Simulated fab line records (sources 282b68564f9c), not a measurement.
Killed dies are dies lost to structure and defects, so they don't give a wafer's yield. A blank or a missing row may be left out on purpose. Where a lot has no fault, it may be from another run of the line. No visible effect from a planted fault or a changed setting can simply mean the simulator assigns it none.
fab line records / flow ritCmos
[record] lots = 14 wafers = 42 lastDay = 7
route steps=202 shown GATE@96
lots that met no fault: from a run of the same line without faults
startH: start of the lot's first displayed wafer, in hours after the record's first day / waitH: hours since the lot's step before / " repeats the value in the row above / L1.1+2: a single row standing in for several wafers / - either no value or no given start / * or withheld: withheld / < > ~ a bound
route shown NAME@n: a module of which the file shows steps, and the number in the route of the first / usual: average and standard deviation across the fault-free wafers / same: alike in all rows / chamber/n: place in a boat / sites: per-site readings / _std_site: their standard deviation / _edge_site: inner sites' mean taken away from outer sites' mean / radiusMm: for every site, how far away it sits from the centre of the wafer / mask NAME#n: copy n / behind: the last tool/chamber to shape the wafer / hold: cause of the lot's hold/its duration in hours/its outcome / device: which transistor (n, p or np) failed to switch / end of line: tests run on the same wafers once the route is complete / a step without rows: its recipe alone / killed: dies lost to structure and defects at the first sort, not the wafer's yield / map: per-die view of a wafer (x killed, . not killed, _ where there is no die)
set.NAME: setting as actually run; set.NAME@STEP: the setting as run at that earlier step / model.NAME: the simulator's own value behind a step, which no gauge read
one table for each step of the route and one row for each wafer, over a sample of lots
services: from which hour (startH, from the record's first day; less than 0 if before it) a tool's chamber was out of use, for how many hours, and why
[[steps]]
[step RIT_GATE_STRIP_20]
[recipe] chemistry = O2 timeS = 180 resist = NOVOLAK platenTempC = withheld powerW = 500 pressureMtorr = 4000 o2FlowSccm = 4000
[usual] chamberPressureMTorr = 3999/3.7 drypumpMotorCurrentA = 6.1/0.52
lot.wafer=L883.2 tool=plasmaAsher-01 chamber=1 startH=42.76 waitH=0.1 chamberPressureMTorr=4002 drypumpMotorCurrentA=6.3 rfHoursCounterH=39
lot.wafer=L883.3 tool=plasmaAsher-01 chamber=0 startH=42.76 waitH=0.1 chamberPressureMTorr=3997 drypumpMotorCurrentA=6.3 rfHoursCounterH=-
lot.wafer=L883.6 tool=plasmaAsher-01 chamber=1 startH=42.76 waitH=0.1 chamberPressureMTorr=4001 drypumpMotorCurrentA=6.4 rfHoursCounterH=-
lot.wafer=L884.3 tool=plasmaAsher-01 chamber=1 startH=48.06 waitH=0.1 chamberPressureMTorr=3990 drypumpMotorCurrentA=6.3 rfHoursCounterH=-
lot.wafer=L884.4 tool=plasmaAsher-01 chamber=0 startH=48.06 waitH=0.1 chamberPressureMTorr=3997 drypumpMotorCurrentA=6.3 rfHoursCounterH=-
lot.wafer=L884.5 tool=plasmaAsher-01 chamber=0 startH=48.06 waitH=0.1 chamberPressureMTorr=4000 drypumpMotorCurrentA=6.3 rfHoursCounterH=-
lot.wafer=L886.2 tool=plasmaAsher-01 chamber=0 startH=59.83 waitH=0.1 chamberPressureMTorr=4002 drypumpMotorCurrentA=6.3 rfHoursCounterH=41
lot.wafer=L886.3 tool=plasmaAsher-01 chamber=1 startH=59.83 waitH=0.1 chamberPressureMTorr=4002 drypumpMotorCurrentA=6.3 rfHoursCounterH=-
lot.wafer=L886.4 tool=plasmaAsher-01 chamber=0 startH=59.83 waitH=0.1 chamberPressureMTorr=4006 drypumpMotorCurrentA=6.3 rfHoursCounterH=-
lot.wafer=L889.1 tool=plasmaAsher-03 chamber=1 startH=71.83 waitH=0.1 chamberPressureMTorr=- drypumpMotorCurrentA=- rfHoursCounterH=-
lot.wafer=L889.2 tool=plasmaAsher-03 chamber=0 startH=71.83 waitH=0.1 chamberPressureMTorr=- drypumpMotorCurrentA=- rfHoursCounterH=-
lot.wafer=L889.3 tool=plasmaAsher-03 chamber=0 startH=71.83 waitH=0.1 chamberPressureMTorr=- drypumpMotorCurrentA=- rfHoursCounterH=-
lot.wafer=L890.1 tool=plasmaAsher-01 chamber=1 startH=73.56 waitH=0.1 chamberPressureMTorr=- drypumpMotorCurrentA=- rfHoursCounterH=-
lot.wafer=L890.4 tool=plasmaAsher-01 chamber=0 startH=73.56 waitH=0.1 chamberPressureMTorr=- drypumpMotorCurrentA=- rfHoursCounterH=-
lot.wafer=L890.6 tool=plasmaAsher-01 chamber=0 startH=73.56 waitH=0.1 chamberPressureMTorr=- drypumpMotorCurrentA=- rfHoursCounterH=-
lot.wafer=L897.1 tool=plasmaAsher-02 chamber=1 startH=106.51 waitH=0.1 chamberPressureMTorr=3999 drypumpMotorCurrentA=5.0 rfHoursCounterH=46
lot.wafer=L897.2 tool=plasmaAsher-02 chamber=0 startH=106.51 waitH=0.1 chamberPressureMTorr=4006 drypumpMotorCurrentA=5.3 rfHoursCounterH=46
lot.wafer=L897.3 tool=plasmaAsher-02 chamber=1 startH=106.51 waitH=0.1 chamberPressureMTorr=3997 drypumpMotorCurrentA=5.0 rfHoursCounterH=-
lot.wafer=L899.1 tool=plasmaAsher-02 chamber=1 startH=117.20 waitH=0.1 chamberPressureMTorr=3996 drypumpMotorCurrentA=5.0 rfHoursCounterH=47
lot.wafer=L899.2 tool=plasmaAsher-02 chamber=0 startH=117.20 waitH=0.1 chamberPressureMTorr=3995 drypumpMotorCurrentA=5.3 rfHoursCounterH=47
lot.wafer=L899.5 tool=plasmaAsher-02 chamber=0 startH=117.20 waitH=0.1 chamberPressureMTorr=3999 drypumpMotorCurrentA=5.3 rfHoursCounterH=-
lot.wafer=L900.4 tool=plasmaAsher-01 chamber=0 startH=123.47 waitH=0.1 chamberPressureMTorr=4000 drypumpMotorCurrentA=6.3 rfHoursCounterH=-
lot.wafer=L900.5 tool=plasmaAsher-01 chamber=0 startH=123.47 waitH=0.1 chamberPressureMTorr=3999 drypumpMotorCurrentA=6.3 rfHoursCounterH=-
lot.wafer=L900.6 tool=plasmaAsher-01 chamber=1 startH=123.47 waitH=0.1 chamberPressureMTorr=4003 drypumpMotorCurrentA=6.3 rfHoursCounterH=-
lot.wafer=L901.1 tool=plasmaAsher-03 chamber=0 startH=127.75 waitH=0.1 chamberPressureMTorr=4005 drypumpMotorCurrentA=6.6 rfHoursCounterH=48
lot.wafer=L901.3 tool=plasmaAsher-03 chamber=1 startH=127.75 waitH=0.1 chamberPressureMTorr=3995 drypumpMotorCurrentA=6.2 rfHoursCounterH=-
lot.wafer=L901.6 tool=plasmaAsher-03 chamber=1 startH=127.75 waitH=0.1 chamberPressureMTorr=4000 drypumpMotorCurrentA=6.2 rfHoursCounterH=-
lot.wafer=L902.4 tool=plasmaAsher-01 chamber=0 startH=132.24 waitH=0.1 chamberPressureMTorr=4004 drypumpMotorCurrentA=6.3 rfHoursCounterH=-
lot.wafer=L902.5 tool=plasmaAsher-01 chamber=1 startH=132.24 waitH=0.1 chamberPressureMTorr=3996 drypumpMotorCurrentA=6.3 rfHoursCounterH=-
lot.wafer=L902.6 tool=plasmaAsher-01 chamber=0 startH=132.24 waitH=0.1 chamberPressureMTorr=3998 drypumpMotorCurrentA=6.3 rfHoursCounterH=-
lot.wafer=L903.1 tool=plasmaAsher-03 chamber=1 startH=136.96 waitH=0.1 chamberPressureMTorr=3993 drypumpMotorCurrentA=6.2 rfHoursCounterH=49
lot.wafer=L903.3 tool=plasmaAsher-03 chamber=0 startH=136.96 waitH=0.1 chamberPressureMTorr=4004 drypumpMotorCurrentA=6.6 rfHoursCounterH=-
lot.wafer=L903.6 tool=plasmaAsher-03 chamber=1 startH=136.96 waitH=0.1 chamberPressureMTorr=3998 drypumpMotorCurrentA=6.2 rfHoursCounterH=-
lot.wafer=L904.1 tool=plasmaAsher-02 chamber=1 startH=141.03 waitH=0.1 chamberPressureMTorr=4002 drypumpMotorCurrentA=5.0 rfHoursCounterH=50
lot.wafer=L904.3 tool=plasmaAsher-02 chamber=1 startH=141.03 waitH=0.1 chamberPressureMTorr=3998 drypumpMotorCurrentA=5.0 rfHoursCounterH=-
lot.wafer=L904.6 tool=plasmaAsher-02 chamber=1 startH=141.03 waitH=0.1 chamberPressureMTorr=4003 drypumpMotorCurrentA=5.0 rfHoursCounterH=-
lot.wafer=L905.2 tool=plasmaAsher-01 chamber=1 startH=147.03 waitH=0.1 chamberPressureMTorr=3996 drypumpMotorCurrentA=6.3 rfHoursCounterH=3
lot.wafer=L905.5 tool=plasmaAsher-01 chamber=0 startH=147.03 waitH=0.1 chamberPressureMTorr=3994 drypumpMotorCurrentA=6.3 rfHoursCounterH=-
lot.wafer=L905.6 tool=plasmaAsher-01 chamber=1 startH=147.03 waitH=0.1 chamberPressureMTorr=4000 drypumpMotorCurrentA=6.3 rfHoursCounterH=-
lot.wafer=L906.1 tool=plasmaAsher-01 chamber=0 startH=151.60 waitH=0.1 chamberPressureMTorr=4002 drypumpMotorCurrentA=6.3 rfHoursCounterH=3
lot.wafer=L906.5 tool=plasmaAsher-01 chamber=1 startH=151.60 waitH=0.1 chamberPressureMTorr=4000 drypumpMotorCurrentA=6.3 rfHoursCounterH=-
lot.wafer=L906.6 tool=plasmaAsher-01 chamber=0 startH=151.60 waitH=0.1 chamberPressureMTorr=3996 drypumpMotorCurrentA=6.3 rfHoursCounterH=-
[[services]]
tool=plasmaAsher-03 chamber=- startH=53.22 hours=1.4 kind=repair
tool=plasmaAsher-01 chamber=- startH=108.75 hours=9.0 kind=pm
tool=plasmaAsher-01 chamber=0 startH=108.75 hours=9.0 kind=ventCycle
tool=plasmaAsher-01 chamber=1 startH=108.75 hours=9.0 kind=ventCycle
tool=plasmaAsher-03 chamber=- startH=116.76 hours=2.8 kind=pm
tool=plasmaAsher-01 chamber=0 startH=117.75 hours=- kind=clean
tool=plasmaAsher-01 chamber=1 startH=117.75 hours=- kind=clean
tool=plasmaAsher-02 chamber=- startH=147.75 hours=0.7 kind=repair
[[key]]
[firstSign] step = RIT_GATE_STRIP_20 reading = toolRecord direction = missing
effect none on later readings
metAt RIT_GATE_STRIP_20
struckLots L889,L890
laterRowsLeftOut L889.1,L889.2,L889.3,L890.1,L890.4,L890.6
sortLeftOut L889.1,L889.2,L889.3,L890.1,L890.4,L890.6
testerLeftOut L889,L890
onsetBetween 59.83 71.83
[fault] kind = skippedStepWhole tool = plasmaAsher-01,plasmaAsher-03 chamber = - onsetH = 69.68 steps = RIT_GATE_STRIP_20 scope = struckLotsOnly
// testerLeftOut: of these lots the tester's yield and bins aren't shown, on N5 and GAA mostly nor the transistor test; their killed dies are dies lost to structure and defects alone, not to doping, threshold or leakage, so they don't give the yield
// sortLeftOut: the simulated sort isn't trusted on such a fault, so these wafers' sort isn't shown, and their yield isn't known
// laterRowsLeftOut: the simulator's readings of these wafers behind a module that went badly wrong aren't trusted and aren't shown, but for the sort
